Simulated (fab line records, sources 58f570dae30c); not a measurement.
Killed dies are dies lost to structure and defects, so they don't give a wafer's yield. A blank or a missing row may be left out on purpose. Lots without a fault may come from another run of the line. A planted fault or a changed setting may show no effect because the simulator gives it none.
Which tool did it? | flow berkeley_cmos170 | 13 lots, 39 wafers sampled, at 6 steps of a route of 331

WHAT THE GAUGES READ, wafer by wafer
UCB170_NWELL_THK_MEAS_05.
lot  | measured    | on            | NWELL_NITRIDE_THK (nm)
L456 | day 2 15:52 | film_metro-02 | 220.5 224.2 221.9
L457 | day 2 15:52 | film_metro-01 | 225.0 225.5 225.5
L459 | day 3 03:43 | film_metro-04 | 225.3 224.3 224.3
L465 | day 4 15:29 | film_metro-04 | 225.6 223.5 225.2
L466 | day 4 15:29 | film_metro-01 | 225.4 226.4 224.7
L468 | day 4 21:14 | film_metro-04 | 223.3 223.8 221.6
L470 | day 5 04:43 | film_metro-02 | 225.0 225.4 225.4
L472 | day 5 21:01 | film_metro-01 | 216.5 215.9 218.5
L473 | day 6 03:19 | film_metro-04 | 222.9 224.0 222.2
L476 | day 6 20:58 | film_metro-02 | 219.7 221.2 220.0
L477 | day 6 20:59 | film_metro-04 | 226.2 224.8 224.4
L478 | day 6 20:59 | film_metro-01 | 227.9 227.1 226.9
L479 | day 7 13:33 | film_metro-02 | 223.5 223.1 223.9

UCB170_PFIELD_OVL_MEAS_06.
lot  | measured     | on         | PFIELD_OVL (nm)
L456 | day 5 04:04  | overlay-02 | 2 2 -3
L457 | day 5 04:13  | overlay-02 | -1 -1 5
L459 | day 5 13:59  | overlay-02 | - - -
L465 | day 7 04:07  | overlay-01 | 6 4 0
L466 | day 7 04:09  | overlay-02 | 9 8 1
L468 | day 7 10:38  | overlay-01 | 1 5 0
L470 | day 7 20:53  | overlay-02 | 4 -3 12
L472 | day 8 14:19  | overlay-01 | 5 7 2
L473 | day 8 21:50  | overlay-02 | 6 5 6
L476 | day 9 08:44  | overlay-02 | 2 5 -3
L477 | day 9 08:28  | overlay-01 | -1 1 5
L478 | day 9 08:59  | overlay-02 | -3 -5 -6
L479 | day 10 09:37 | overlay-02 | 7 6 10

UCB170_PFIELD_TW_MEAS_09.
lot  | measured     | on            | PFIELD_TW
L456 | day 5 04:21  | film_metro-02 | 611 609 611
L457 | day 5 04:31  | film_metro-01 | 603 601 602
L459 | day 5 14:16  | film_metro-02 | 30 30 30
L465 | day 7 04:24  | film_metro-04 | 610 615 613
L466 | day 7 04:26  | film_metro-01 | 598 597 599
L468 | day 7 10:56  | film_metro-01 | 598 598 600
L470 | day 7 21:10  | film_metro-04 | 614 614 612
L472 | day 8 14:37  | film_metro-04 | 612 610 609
L473 | day 8 22:08  | film_metro-01 | 598 598 600
L476 | day 9 09:01  | film_metro-04 | 611 609 613
L477 | day 9 08:45  | film_metro-02 | 607 607 612
L478 | day 9 09:17  | film_metro-02 | 609 607 606
L479 | day 10 09:55 | film_metro-02 | 604 605 605

WHICH TOOL RAN EACH LOT (tool, then ch and the chambers of the sampled wafers, then the start)
lot  | UCB170_PWELL_ETCH_14              | UCB170_ACTIVE_ETCH_15             | UCB170_PFIELD_EXPOSE_03
L456 | rie_diel-03 ch 0,1, day 3 14:16   | rie_diel-01 ch 0,3, day 5 01:33   | krf_scanner-02 ch 0, day 5 03:10
L457 | rie_diel-04 ch 0,2, day 3 14:19   | rie_diel-02 ch 1,2,3, day 5 00:55 | krf_scanner-01 ch 0, day 5 03:26
L459 | rie_diel-03 ch 0,3, day 4 05:25   | rie_diel-03 ch 0,2, day 5 11:23   | krf_scanner-01 ch 0, day 5 12:52
L465 | rie_diel-04 ch 1,2, day 5 13:02   | rie_diel-01 ch 1,3, day 7 00:43   | krf_scanner-01 ch 0, day 7 03:26
L466 | rie_diel-01 ch 0,2,3, day 5 13:20 | rie_diel-03 ch 1,2,3, day 7 00:52 | krf_scanner-01 ch 0, day 7 03:34
L468 | rie_diel-01 ch 2,3, day 5 19:27   | rie_diel-02 ch 0,3, day 7 09:04   | krf_scanner-01 ch 0, day 7 10:17
L470 | rie_diel-03 ch 1,2, day 6 04:14   | rie_diel-02 ch 1,3, day 7 19:29   | krf_scanner-01 ch 0, day 7 20:29
L472 | rie_diel-03 ch 0,2, day 6 19:50   | rie_diel-02 ch 0,3, day 8 10:56   | krf_scanner-02 ch 0, day 8 13:56
L473 | rie_diel-03 ch 0,2,3, day 7 02:53 | rie_diel-03 ch 0,1,3, day 8 20:17 | krf_scanner-02 ch 0, day 8 21:27
L476 | rie_diel-04 ch 0,1,3, day 7 21:00 | rie_diel-01 ch 1,2, day 9 07:05   | krf_scanner-02 ch 0, day 9 08:19
L477 | rie_diel-03 ch 0,1,3, day 7 21:17 | rie_diel-02 ch 0,1,3, day 9 06:51 | krf_scanner-01 ch 0, day 9 08:05
L478 | rie_diel-04 ch 0,2,3, day 7 21:27 | rie_diel-03 ch 0,1, day 9 07:25   | krf_scanner-01 ch 0, day 9 08:38
L479 | rie_diel-04 ch 0,3, day 8 13:08   | rie_diel-01 ch 0,1, day 10 07:47  | krf_scanner-01 ch 0, day 10 08:51
- UCB170_PWELL_ETCH_14: etches Si3N4 in CH3F/Ar/O2, stops on SiO2, target depth 242 nm, time 151 s.
- UCB170_ACTIVE_ETCH_15: etches Si3N4 in CH3F/Ar/O2, stops on SiO2, target depth 242 nm, time 151 s.
- UCB170_PFIELD_EXPOSE_03: exposes mask PFIELD, target cd 1500 nm.

WHAT THE TOOLS THEMSELVES READ (means of the sampled wafers that have a number; where no wafer has one, the mark that the record gives instead)
UCB170_PWELL_ETCH_14.
lot  | tool        | CH3F_flow_sccm (sccm) | drypump_motor_current_A (A) | oes_product_au (a.u.) | throttle_valve_pct (%)
L456 | rie_diel-03 | 19.98                 | 6.4                         | 0.937                 | 8.02
L457 | rie_diel-04 | 19.97                 | 6.0                         | 0.941                 | 7.99
L459 | rie_diel-03 | 20.04                 | 5.9                         | 0.933                 | 7.89
L465 | rie_diel-04 | 20.02                 | 5.5                         | 0.944                 | 8.14
L466 | rie_diel-01 | 20.00                 | 5.2                         | 0.924                 | 8.11
L468 | rie_diel-01 | 19.95                 | 5.2                         | 0.939                 | 8.22
L470 | rie_diel-03 | 19.98                 | 6.3                         | 0.950                 | 8.07
L472 | rie_diel-03 | 19.97                 | 5.9                         | 0.941                 | 7.99
L473 | rie_diel-03 | 20.00                 | 5.9                         | 0.942                 | 7.97
L476 | rie_diel-04 | 20.05                 | 5.7                         | 0.936                 | 8.19
L477 | rie_diel-03 | 19.96                 | 6.2                         | 0.929                 | 7.94
L478 | rie_diel-04 | 20.00                 | 5.8                         | 0.932                 | 8.09
L479 | rie_diel-04 | 20.04                 | 5.7                         | 0.918                 | 8.20

UCB170_ACTIVE_ETCH_15.
lot  | tool        | CH3F_flow_sccm (sccm) | drypump_motor_current_A (A) | oes_product_au (a.u.) | throttle_valve_pct (%)
L456 | rie_diel-01 | 19.97                 | 5.3                         | 0.929                 | 8.12
L457 | rie_diel-02 | 20.03                 | 5.7                         | 0.934                 | 8.07
L459 | rie_diel-03 | 19.97                 | 5.9                         | 0.943                 | 8.04
L465 | rie_diel-01 | 19.98                 | 5.7                         | 0.921                 | 8.06
L466 | rie_diel-03 | 19.93                 | 6.3                         | 0.940                 | 7.99
L468 | rie_diel-02 | 20.02                 | 6.2                         | 0.932                 | 8.03
L470 | rie_diel-02 | 19.99                 | 5.8                         | 0.941                 | 8.02
L472 | rie_diel-02 | 19.98                 | 6.5                         | 0.952                 | 8.08
L473 | rie_diel-03 | 20.02                 | 6.2                         | 0.945                 | 7.94
L476 | rie_diel-01 | 20.04                 | 5.5                         | 0.931                 | 8.05
L477 | rie_diel-02 | 20.01                 | 6.1                         | 0.946                 | 8.08
L478 | rie_diel-03 | 20.05                 | 6.4                         | 0.942                 | 8.01
L479 | rie_diel-01 | 19.99                 | 5.5                         | 0.921                 | 7.94

UCB170_PFIELD_EXPOSE_03.
lot  | tool           | exposure_dose_mJ_cm2
L456 | krf_scanner-02 | 29.98
L457 | krf_scanner-01 | 30.01
L459 | krf_scanner-01 | 29.99
L465 | krf_scanner-01 | 29.99
L466 | krf_scanner-01 | 30.04
L468 | krf_scanner-01 | 30.00
L470 | krf_scanner-01 | 29.99
L472 | krf_scanner-02 | 29.98
L473 | krf_scanner-02 | 30.02
L476 | krf_scanner-02 | 30.06
L477 | krf_scanner-01 | 30.01
L478 | krf_scanner-01 | 29.92
L479 | krf_scanner-01 | 29.98

THE ANSWER, worked out from the rows above alone
Rule: what is usual is taken from the lots themselves. Put in order of their means at a reading, lots are off if they are a third of the lots or fewer, leave a main group of 4 or more, and stand apart from it by a gap of 3 or more times the standard deviation of the main group's means; of several such gaps the widest counts. A main group whose means are all the same, to the digits that the tables above print for the reading, isn't used. A lot without any number at a reading at which 4 lots or more have one is off too. The other lots that the step has rows for count as sound. The gauges are gone through in route order, then the tools' own readings, and for those a lot's mean is taken as printed above. The first step at which some lot is off is used, and at that step the reading that is off furthest; a lot without a number counts as furthest.
Off: L459, at UCB170_PFIELD_OVL_MEAS_06 (PFIELD_OVL). Without a number there: L459. The main group: mean 3 nm, standard deviation 3.1.
A tool fits if, at a process step before that reading, it ran every lot that is off, and no sound lot after the first of them. The gauges at UCB170_PFIELD_OVL_MEAS_06 aren't tried: what is off there is off at UCB170_PFIELD_TW_MEAS_09 too, on other tools, and a gauge's error can't cause that. None of those tried fits.

WHAT THE SIMULATOR HAD PUT IN
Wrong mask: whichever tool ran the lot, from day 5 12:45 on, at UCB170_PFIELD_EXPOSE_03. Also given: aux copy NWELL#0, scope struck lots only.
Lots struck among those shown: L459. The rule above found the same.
